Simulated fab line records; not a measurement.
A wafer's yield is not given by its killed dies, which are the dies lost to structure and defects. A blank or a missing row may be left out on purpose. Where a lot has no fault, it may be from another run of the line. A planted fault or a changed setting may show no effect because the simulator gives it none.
What tool caused it? / flow berkeleyCmos170 / Sampling: 11 lots, 33 wafers, 5 of 331 route steps

WHAT EACH GAUGE READ, for each wafer
UCB170_SCREENOX_THK_MEAS_02.
lot=L538; measured=day 5 23:15; on=filmMetro-02; SCREENOX_OXIDE_THK (nm)=14.6 14.8 14.7
lot=L539; measured=day 5 23:14; on=filmMetro-01; SCREENOX_OXIDE_THK (nm)=14.5 14.8 14.8
lot=L540; measured=day 6 11:43; on=filmMetro-01; SCREENOX_OXIDE_THK (nm)=14.6 14.7 14.5
lot=L547; measured=day 7 12:23; on=filmMetro-03; SCREENOX_OXIDE_THK (nm)=14.1 14.3 14.2
lot=L548; measured=day 8 14:29; on=filmMetro-02; SCREENOX_OXIDE_THK (nm)=15.0 14.7 14.7
lot=L553; measured=day 9 02:53; on=filmMetro-02; SCREENOX_OXIDE_THK (nm)=13.9 14.3 14.5
lot=L555; measured=day 10 09:29; on=filmMetro-03; SCREENOX_OXIDE_THK (nm)=14.4 14.5 14.2
lot=L554; measured=day 9 22:18; on=filmMetro-01; SCREENOX_OXIDE_THK (nm)=14.4 14.7 14.4
lot=L556; measured=day 10 09:33; on=filmMetro-03; SCREENOX_OXIDE_THK (nm)=14.6 14.2 14.6
lot=L560; measured=day 11 03:29; on=filmMetro-01; SCREENOX_OXIDE_THK (nm)=13.9 13.9 13.9
lot=L561; measured=day 11 03:29; on=filmMetro-02; SCREENOX_OXIDE_THK (nm)=13.9 13.7 13.9

UCB170_PVT_TW_MEAS_09.
lot=L538; measured=day 6 06:58; on=filmMetro-04; PVT_TW=499.5 497.8 498.6
lot=L539; measured=day 6 08:01; on=filmMetro-03; PVT_TW=503.7 505.4 504.1
lot=L540; measured=day 6 21:57; on=filmMetro-01; PVT_TW=504.7 507.0 505.1
lot=L547; measured=day 7 21:46; on=filmMetro-01; PVT_TW=442.2 444.1 442.1
lot=L548; measured=day 9 01:59; on=filmMetro-04; PVT_TW=444.7 446.0 445.8
lot=L553; measured=day 9 15:01; on=filmMetro-03; PVT_TW=501.5 505.1 502.8
lot=L555; measured=day 10 18:04; on=filmMetro-04; PVT_TW=503.3 501.2 500.6
lot=L554; measured=day 10 07:56; on=filmMetro-03; PVT_TW=502.3 502.4 503.6
lot=L556; measured=day 10 22:29; on=filmMetro-04; PVT_TW=501.3 501.8 503.2
lot=L560; measured=day 11 14:58; on=filmMetro-04; PVT_TW=503.3 503.1 503.0
lot=L561; measured=day 11 14:44; on=filmMetro-03; PVT_TW=506.8 505.5 505.4

UCB170_NSD_CD_MEAS_06: target cd 1200 nm.
lot=L538; measured=day 7 16:11; on=cdSem-02; cdNm (nm)=1199.7 1200.7 1199.2
lot=L539; measured=day 7 15:47; on=cdSem-02; cdNm (nm)=1202.7 1201.5 1202.0
lot=L540; measured=day 7 23:59; on=cdSem-01; cdNm (nm)=1202.9 1201.3 1202.0
lot=L547; measured=day 9 09:56; on=cdSem-01; cdNm (nm)=1200.4 1200.5 1199.3
lot=L548; measured=day 10 09:41; on=cdSem-02; cdNm (nm)=1202.2 1200.3 1201.6
lot=L553; measured=day 10 17:20; on=cdSem-01; cdNm (nm)=1198.6 1199.4 1199.3
lot=L555; measured=day 11 22:56; on=cdSem-01; cdNm (nm)=1199.5 1199.3 1199.9
lot=L554; measured=day 11 13:44; on=cdSem-02; cdNm (nm)=1198.9 1200.9 1200.9
lot=L556; measured=day 11 22:47; on=cdSem-02; cdNm (nm)=1200.9 1201.2 1200.7
lot=L560; measured=day 13 04:43; on=cdSem-02; cdNm (nm)=1197.8 1198.2 1198.4
lot=L561; measured=day 12 12:26; on=cdSem-02; cdNm (nm)=1199.7 1199.2 1199.8

TOOL THAT RAN EACH LOT (tool first, then ch and the chambers of the sampled wafers, then the start)
lot=L538; UCB170_NWELL_ETCH_13=rieDiel-04 ch 0,3, day 2 12:02; UCB170_PVT_IMPLANT_07=implanter-01 ch 0, day 6 06:45
lot=L539; UCB170_NWELL_ETCH_13=rieDiel-02 ch 0,2,3, day 2 12:17; UCB170_PVT_IMPLANT_07=implanter-02 ch 0, day 6 07:46
lot=L540; UCB170_NWELL_ETCH_13=rieDiel-04 ch 2,3, day 2 21:27; UCB170_PVT_IMPLANT_07=implanter-02 ch 0, day 6 21:42
lot=L547; UCB170_NWELL_ETCH_13=rieDiel-03 ch 0,2,3, day 4 10:26; UCB170_PVT_IMPLANT_07=implanter-01 ch 0, day 7 21:32
lot=L548; UCB170_NWELL_ETCH_13=rieDiel-04 ch 0,1, day 4 17:52; UCB170_PVT_IMPLANT_07=implanter-01 ch 0, day 9 01:44
lot=L553; UCB170_NWELL_ETCH_13=rieDiel-03 ch 1,2,3, day 5 14:20; UCB170_PVT_IMPLANT_07=implanter-02 ch 0, day 9 14:46
lot=L555; UCB170_NWELL_ETCH_13=rieDiel-03 ch 1,2,3, day 6 00:42; UCB170_PVT_IMPLANT_07=implanter-02 ch 0, day 10 17:49
lot=L554; UCB170_NWELL_ETCH_13=rieDiel-04 ch 2,3, day 6 00:57; UCB170_PVT_IMPLANT_07=implanter-02 ch 0, day 10 07:43
lot=L556; UCB170_NWELL_ETCH_13=rieDiel-03 ch 1,2,3, day 6 09:03; UCB170_PVT_IMPLANT_07=implanter-02 ch 0, day 10 22:14
lot=L560; UCB170_NWELL_ETCH_13=rieDiel-04 ch 0,1,2, day 7 03:32; UCB170_PVT_IMPLANT_07=implanter-01 ch 0, day 11 14:43
lot=L561; UCB170_NWELL_ETCH_13=rieDiel-02 ch 1,2,3, day 7 03:52; UCB170_PVT_IMPLANT_07=implanter-02 ch 0, day 11 14:29
- UCB170_NWELL_ETCH_13: etches Si3N4 in CH3F/Ar/O2, stops on SiO2, target depth 246.4 nm, time 154 s.
- UCB170_PVT_IMPLANT_07

WHAT THE TOOLS THEMSELVES READ (means of the sampled wafers that have a number; where no wafer has one, the mark that the record gives instead)
UCB170_NWELL_ETCH_13.
lot=L538; tool=rieDiel-04; drypumpMotorCurrentA (A)=5.5; oesProductAu (a.u.)=0.950; throttleValvePct (%)=8.04
lot=L539; tool=rieDiel-02; drypumpMotorCurrentA (A)=5.9; oesProductAu (a.u.)=0.930; throttleValvePct (%)=8.07
lot=L540; tool=rieDiel-04; drypumpMotorCurrentA (A)=5.8; oesProductAu (a.u.)=0.941; throttleValvePct (%)=7.85
lot=L547; tool=rieDiel-03; drypumpMotorCurrentA (A)=5.9; oesProductAu (a.u.)=0.927; throttleValvePct (%)=8.06
lot=L548; tool=rieDiel-04; drypumpMotorCurrentA (A)=5.4; oesProductAu (a.u.)=0.937; throttleValvePct (%)=7.93
lot=L553; tool=rieDiel-03; drypumpMotorCurrentA (A)=5.9; oesProductAu (a.u.)=0.928; throttleValvePct (%)=8.15
lot=L555; tool=rieDiel-03; drypumpMotorCurrentA (A)=5.9; oesProductAu (a.u.)=0.921; throttleValvePct (%)=8.14
lot=L554; tool=rieDiel-04; drypumpMotorCurrentA (A)=5.7; oesProductAu (a.u.)=0.946; throttleValvePct (%)=7.85
lot=L556; tool=rieDiel-03; drypumpMotorCurrentA (A)=5.9; oesProductAu (a.u.)=0.933; throttleValvePct (%)=8.15
lot=L560; tool=rieDiel-04; drypumpMotorCurrentA (A)=5.5; oesProductAu (a.u.)=0.949; throttleValvePct (%)=7.94
lot=L561; tool=rieDiel-02; drypumpMotorCurrentA (A)=5.6; oesProductAu (a.u.)=0.925; throttleValvePct (%)=8.03

UCB170_PVT_IMPLANT_07.
lot=L538 tool=implanter-01 doseIonsCm2=1.9999e+12 faradayCurrentUA=6.43
lot=L539 tool=implanter-02 doseIonsCm2=2.0003e+12 faradayCurrentUA=6.14
lot=L540 tool=implanter-02 doseIonsCm2=2.0021e+12 faradayCurrentUA=6.32
lot=L547 tool=implanter-01 doseIonsCm2=1.3412e+12 faradayCurrentUA=4.26
lot=L548 tool=implanter-01 doseIonsCm2=1.3397e+12 faradayCurrentUA=4.34
lot=L553 tool=implanter-02 doseIonsCm2=1.9991e+12 faradayCurrentUA=6.37
lot=L555 tool=implanter-02 doseIonsCm2=1.9996e+12 faradayCurrentUA=6.40
lot=L554 tool=implanter-02 doseIonsCm2=2.0040e+12 faradayCurrentUA=6.31
lot=L556 tool=implanter-02 doseIonsCm2=1.9979e+12 faradayCurrentUA=6.34
lot=L560 tool=implanter-01 doseIonsCm2=2.0000e+12 faradayCurrentUA=6.34
lot=L561 tool=implanter-02 doseIonsCm2=1.9995e+12 faradayCurrentUA=6.38

THE ANSWER, worked out from the rows above alone
Rule: what is usual is taken from the lots themselves. Put in order of their means at a reading, lots are off if they are a third of the lots or fewer, leave a main group of 4 or more, and stand apart from it by a gap of 3 or more times the standard deviation of the main group's means; of several such gaps the widest counts. A main group whose means are all the same, to the digits that the tables above print for the reading, isn't used. A lot without any number at a reading at which 4 lots or more have one is off too. The other lots that the step has rows for count as sound. First the gauges in route order, then the tools' own readings, where a lot's mean is used as printed above. The first step at which some lot is off is used, and at that step the reading that is off furthest; a lot without a number counts as furthest.
Off: L547, L548, at UCB170_PVT_TW_MEAS_09 (PVT_TW). For the main group the mean is 503.0 and the standard deviation 2.1.
If a tool, at a process step before that reading, ran all the lots that are off and no sound lot after the first of them, it fits. The gauges at UCB170_PVT_TW_MEAS_09 aren't tried: what is off there is off at UCB170_PVT_IMPLANT_07 too, on other tools, and a gauge's error can't cause that. Of those tried, none fits.

WHAT THE SIMULATOR HAD PUT IN
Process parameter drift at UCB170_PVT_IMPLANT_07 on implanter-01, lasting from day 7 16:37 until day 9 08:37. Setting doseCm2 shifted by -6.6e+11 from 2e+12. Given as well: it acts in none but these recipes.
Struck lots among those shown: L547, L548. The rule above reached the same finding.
